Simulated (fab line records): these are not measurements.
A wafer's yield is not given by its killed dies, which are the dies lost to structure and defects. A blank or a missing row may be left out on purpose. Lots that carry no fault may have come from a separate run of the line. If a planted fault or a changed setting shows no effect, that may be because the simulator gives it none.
A lot that was struck, set against a sound lot || flow rit cmos || 15 out of 202 route steps
Sound: these wafers, L758.1, L758.5, L758.6. Struck: wafers L761.3, L761.5, L761.6. The cause is named last.
At each step with rows: each side's tool, then ch and its chambers, then its first start. Under that, the readings that differ: sound wafers || struck wafers || difference of the means || sigmas: that difference in standard deviations of wafers without a fault.
alike: a reading whose means differ by less than 2 such deviations, as well as words and numbers matching on both sides. not compared: withheld readings; readings where some wafer has no value; bounds like >300 that might hide an equal value; numbers whose values overlap and for which the record gives no deviation.
Wherever a step has rows on one side only, a row that says differs or no value, or a row with sigmas, the two part there. Numbers that don't overlap but have no deviation are shown without sigmas and don't part them. Lack of a reading on every wafer of one side parts them only where that side has two or more wafers.

RIT_SDANNEAL_RS_MEAS_07: uses a four-point probe to measure.
  sound on film metro-01, day 3 11:46; struck on film metro-02, day 3 23:54
  alike: NLDD_RS
then, 1 step without rows for these wafers: RIT_SILICIDE_WET_ETCH_00 (etches SiO2 in BOE, target depth 14 nm, time 15 s).
RIT_SILICIDE_SPUTTER_01: material Ti, target thk 30 nm, time 231.4 s.
  sound on pvd sputter-04, day 3 11:55; struck on pvd sputter-02, day 3 23:59
  alike: throttle valve pct
RIT_SILICIDE_RS_MEAS_02: uses a four-point probe to measure.
  sound on film metro-02, day 3 12:04; struck on film metro-03, day 4 00:11
  alike: SILICIDE_TI_RS
RIT_SILICIDE_THK_MEAS_03: measures by xrf.
  sound on film metro-02, day 3 12:11; struck on film metro-03, day 4 00:17
  alike: SILICIDE_TI_THK
RIT_SILICIDE_RTA_04: time 10 s, ramp up 5 s, ramp down 5 s.
  sound on rtp anneal-01 ch 0, day 3 12:14; struck on rtp anneal-02 ch 0, day 4 00:22
  alike: anneal temp c max, wafer_temp_C_max
then, 1 step without rows for these wafers: RIT_SILICIDE_WET_ETCH_05 (etches Ti in SPM, time 120 s).
RIT_SILICIDE_RTA_06: time 10 s, ramp up 5 s, ramp down 10 s.
  sound on rtp anneal-02 ch 0, day 3 12:20; struck on rtp anneal-01 ch 0, day 4 00:31
{"reading": "wafer_temp_C_max", "sound": "751.8 752.5 752.4", "struck": "754.0 756.6 754.7", "difference": "+2.9", "sigmas": "+4"}
  alike: anneal temp c max
RIT_CONTACT_CVD_00: deposits SiO2 from TEOS, target thk 400 nm, time 61 s.
  sound on pecvd-04 ch 0,1,2, day 3 12:25; struck on pecvd-04 ch 1,2, day 4 00:34
  alike: heater power w
RIT_CONTACT_THK_MEAS_01:
  sound on film metro-03, day 3 12:29; struck on film metro-01, day 4 00:38
  alike: CONTACT_TEOS_THK
then, 2 steps without rows for these wafers: RIT_CONTACT_HMDS_02 (prime time 60 s); RIT_CONTACT_COAT_03 (resist thk 1000 nm).
RIT_CONTACT_SOFTBAKE_04: time 60 s.
  sound on litho track-04 ch 0, day 3 12:51; struck on litho track-04 ch 0, day 4 01:02
{"reading": "heater power total W (W)", "sound": "34.56 34.60 34.48", "struck": "35.25 35.39 35.32", "difference": "+0.77", "sigmas": "+17"}
{"reading": "plate temp C (C)", "sound": "89.93 90.02 90.05", "struck": "91.64 91.54 91.56", "difference": "+1.58", "sigmas": "+12"}
then, 1 step without rows for these wafers: RIT_CONTACT_EXPOSE_05 (exposes mask M11, target cd 1000 nm).
RIT_M1_PROBE_99:
  sound on prober-02, day 3 18:59; struck on prober-01, day 4 07:07
{"reading": "killed_at_M0_to_M3", "sound": "0 1 0", "struck": "0 0 0", "difference": "+0", "sigmas": -4}
  alike: killed at contacts, killed at front end, killed dies, killed open, killed short

WHERE THEY PART
Last at RIT_M1_PROBE_99 as far as this record goes, first at RIT_SILICIDE_RTA_06.

WHY: what had been put in by the simulator
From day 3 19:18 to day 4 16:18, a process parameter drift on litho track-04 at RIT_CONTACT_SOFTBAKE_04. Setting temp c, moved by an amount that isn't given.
